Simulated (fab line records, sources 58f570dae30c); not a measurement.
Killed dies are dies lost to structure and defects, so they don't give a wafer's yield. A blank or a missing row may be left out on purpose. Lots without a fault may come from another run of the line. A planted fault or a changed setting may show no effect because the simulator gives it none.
Which tool did it? | flow berkeley_cmos170 | 15 lots, 45 wafers sampled, at 3 steps of a route of 331

WHAT THE GAUGES READ, wafer by wafer
UCB170_CONTACT_OVL_MEAS_16. Usual: CONTACT_OVL 1 nm, standard deviation 5.5.
lot  | measured     | on         | CONTACT_OVL (nm) | flag
L555 | day 7 15:07  | overlay-02 | -5 -1 -9         |
L556 | day 8 09:38  | overlay-02 | 6 7 4            |
L557 | day 8 17:04  | overlay-01 | -12 -12 -4       |
L563 | day 9 23:26  | overlay-02 | -2 -1 5          |
L565 | day 9 23:41  | overlay-02 | -2 0 -2          |
L564 | day 9 23:48  | overlay-02 | 4 9 4            |
L571 | day 11 02:59 | overlay-02 | -3 -10 2         |
L570 | day 11 03:55 | overlay-02 | -6 0 -2          |
L569 | day 11 04:43 | overlay-01 | 1 -1 0           |
L573 | day 11 18:38 | overlay-01 | -2 1 1           |
L572 | day 11 18:53 | overlay-02 | 2 8 3            |
L577 | day 12 05:35 | overlay-01 | 0 -4 -3          |
L574 | day 12 05:49 | overlay-01 | -10 -8 -1        |
L576 | day 12 08:20 | overlay-01 | 11 8 10          |
L578 | day 13 04:05 | overlay-01 | 5 -4 0           |

UCB170_M1_THK_MEAS_02: measures by xrf. Usual: M1_AL_THK 602 nm, standard deviation 7.2.
lot  | measured     | on            | M1_AL_THK (nm) | flag
L555 | day 7 16:08  | film_metro-04 | 614 611 606    |
L556 | day 8 10:25  | film_metro-04 | 597 615 607    |
L557 | day 8 17:52  | film_metro-03 | 600 612 610    |
L563 | day 10 00:16 | film_metro-02 | 600 590 601    |
L565 | day 10 00:29 | film_metro-03 | 601 590 592    |
L564 | day 10 00:35 | film_metro-04 | 610 617 619    |
L571 | day 11 03:50 | film_metro-04 | 604 601 606    |
L570 | day 11 04:41 | film_metro-03 | 603 593 606    |
L569 | day 11 05:30 | film_metro-04 | 595 601 595    |
L573 | day 11 19:26 | film_metro-03 | 591 594 595    |
L572 | day 11 19:40 | film_metro-04 | 606 605 607    |
L577 | day 12 07:22 | film_metro-04 | 598 599 599    |
L574 | day 12 07:23 | film_metro-02 | 599 603 595    |
L576 | day 12 09:13 | film_metro-03 | 595 599 604    |
L578 | day 13 04:53 | film_metro-04 | 614 600 617    |

WHICH TOOL RAN EACH LOT (tool, then ch and the chambers of the sampled wafers, then the start)
lot  | UCB170_M1_SPUTTER_00
L555 | pvd_sputter-04, day 7 15:56
L556 | pvd_sputter-01, day 8 10:14
L557 | pvd_sputter-01, day 8 17:41
L563 | pvd_sputter-01, day 10 00:05
L565 | pvd_sputter-04, day 10 00:16
L564 | pvd_sputter-03, day 10 00:23
L571 | pvd_sputter-04, day 11 03:38
L570 | pvd_sputter-03, day 11 04:30
L569 | pvd_sputter-01, day 11 05:19
L573 | pvd_sputter-01, day 11 19:16
L572 | pvd_sputter-04, day 11 19:29
L577 | pvd_sputter-04, day 12 07:11
L574 | pvd_sputter-01, day 12 07:11
L576 | pvd_sputter-01, day 12 09:01
L578 | pvd_sputter-04, day 13 04:41
- UCB170_M1_SPUTTER_00: material Al, target thk 600 nm, time 80 s.

WHAT THE TOOLS THEMSELVES READ (means of the sampled wafers that have a number; where no wafer has one, the mark that the record gives instead)
UCB170_M1_SPUTTER_00. Usual: throttle_valve_pct 30.3 %, standard deviation 0.88.
lot  | tool           | throttle_valve_pct (%) | flag
L555 | pvd_sputter-04 | 30.5                   |
L556 | pvd_sputter-01 | 30.4                   |
L557 | pvd_sputter-01 | 31.3                   |
L563 | pvd_sputter-01 | 30.1                   |
L565 | pvd_sputter-04 | 30.1                   |
L564 | pvd_sputter-03 | 29.5                   |
L571 | pvd_sputter-04 | 30.5                   |
L570 | pvd_sputter-03 | 28.8                   |
L569 | pvd_sputter-01 | 30.8                   |
L573 | pvd_sputter-01 | 31.5                   |
L572 | pvd_sputter-04 | 29.6                   |
L577 | pvd_sputter-04 | 30.4                   |
L574 | pvd_sputter-01 | 30.6                   |
L576 | pvd_sputter-01 | 30.8                   |
L578 | pvd_sputter-04 | 30.3                   |

THE ANSWER, worked out from the rows above alone
Rule: a lot is off if the mean of its wafers that have a number lies more than 3 standard deviations from the usual mean. A lot without any number at a reading at which 4 lots or more have one is off too. The other lots that the step has rows for count as sound. The gauges are gone through in route order, then the tools' own readings, and for those a lot's mean is taken as printed above. The first step at which some lot is off is used, and at that step the reading that is off furthest; a lot without a number counts as furthest.
No lot is off at any reading shown: from this, nothing can be told.

WHAT THE SIMULATOR HAD PUT IN
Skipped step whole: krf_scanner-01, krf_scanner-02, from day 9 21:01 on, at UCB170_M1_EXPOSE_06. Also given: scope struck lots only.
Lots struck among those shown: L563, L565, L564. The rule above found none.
